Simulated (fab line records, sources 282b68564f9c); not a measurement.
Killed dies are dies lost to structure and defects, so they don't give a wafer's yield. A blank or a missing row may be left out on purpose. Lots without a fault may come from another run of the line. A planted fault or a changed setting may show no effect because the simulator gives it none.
A struck lot beside a sound one | flow rit_cmos | 20 steps out of a route of 202
Sound: wafers L313.1, L313.2, L313.5. Struck: wafers L329.1, L329.2, L329.6. The cause comes at the end.
At each step with rows: each side's tool, then ch and its chambers, then its first start. Under that, the readings that differ: sound wafers | struck wafers | difference of the means | sigmas: that difference in standard deviations of wafers without a fault.
alike: readings whose means differ by less than 2 such deviations, and words and numbers that are the same on both sides. not compared: withheld readings, readings that some wafer has no value for, bounds like >300 that may hide the same value, and numbers for which the record gives no deviation and whose values overlap.
The two part at a step that has a row with sigmas, a row that says differs or no value, or rows on one side only. Numbers that don't overlap but have no deviation are shown without sigmas and don't part them. A reading that every wafer of one side lacks parts them only if that side has two wafers or more.

first, 2 steps without rows for these wafers: RIT_NSD_PEB_04; RIT_NSD_DEVELOP_05 (develop time 50 s).
RIT_NSD_OVL_MEAS_06:
  sound on overlay-02, day 4 18:12; struck on overlay-01, day 7 08:52
  alike: NSD_OVL
then, 2 steps without rows for these wafers: RIT_NSD_HARDBAKE_07 (time 60 s); RIT_NSD_IMPLANT_08.
RIT_NSD_STRIP_09: strips in O2, time 180 s.
  sound on plasma_asher-03 ch 0,1, day 4 18:32; struck on plasma_asher-04 ch 0,1, day 7 09:19
  alike: drypump_motor_current_A
  not compared: rf_hours_counter_h
RIT_NSD_TW_MEAS_10:
  sound on film_metro-03, day 4 18:43; struck on film_metro-02, day 7 09:29
  alike: NSD_TW
then, 5 steps without rows for these wafers: RIT_PSD_HMDS_00 (prime time 60 s); RIT_PSD_COAT_01 (resist thk 1000 nm); RIT_PSD_SOFTBAKE_02 (time 60 s); RIT_PSD_EXPOSE_03 (exposes mask M10, target cd 40900 nm); RIT_PSD_PEB_04.
RIT_PSD_DEVELOP_05: develop time 50 s.
  sound on litho_track-04 ch 0, day 4 19:00; struck on litho_track-02 ch 0, day 7 10:00
  alike: exhaust_pa
RIT_PSD_OVL_MEAS_06:
  sound on overlay-02, day 4 19:49; struck on overlay-01, day 7 10:35
  alike: PSD_OVL
then, 2 steps without rows for these wafers: RIT_PSD_HARDBAKE_07 (time 60 s); RIT_PSD_IMPLANT_08.
RIT_PSD_STRIP_09: strips in O2, time 180 s.
  sound on plasma_asher-03 ch 0,1, day 4 20:10; struck on plasma_asher-01 ch 0,1, day 7 10:55
  alike: drypump_motor_current_A
  not compared: rf_hours_counter_h
RIT_PSD_TW_MEAS_10:
  sound on film_metro-03, day 4 20:20; struck on film_metro-01, day 7 11:06
  reading | sound          | struck   | difference | sigmas
  PSD_TW  | 3419 3436 3434 | 30 30 30 | -3400      | -99 or more
then, 1 step without rows for these wafers: RIT_SDANNEAL_CLEAN_00 (cleans in SC1, time 600 s).
RIT_M1_PROBE_99:
  sound on prober-01, day 5 04:19; struck on prober-02, day 7 19:25
  reading             | sound  | struck      | difference | sigmas
  killed_at_front_end | 11 8 4 | 264 264 264 | +256       | +83
  killed_dies         | 11 8 4 | 264 264 264 | +256       | +80
  killed_on_rim       | 1 1 2  | 70 70 70    | +69        | +46
  alike: killed_open, killed_short

WHERE THEY PART
First at RIT_PSD_TW_MEAS_10; last, within this record, at RIT_M1_PROBE_99.

WHY: what the simulator had put in
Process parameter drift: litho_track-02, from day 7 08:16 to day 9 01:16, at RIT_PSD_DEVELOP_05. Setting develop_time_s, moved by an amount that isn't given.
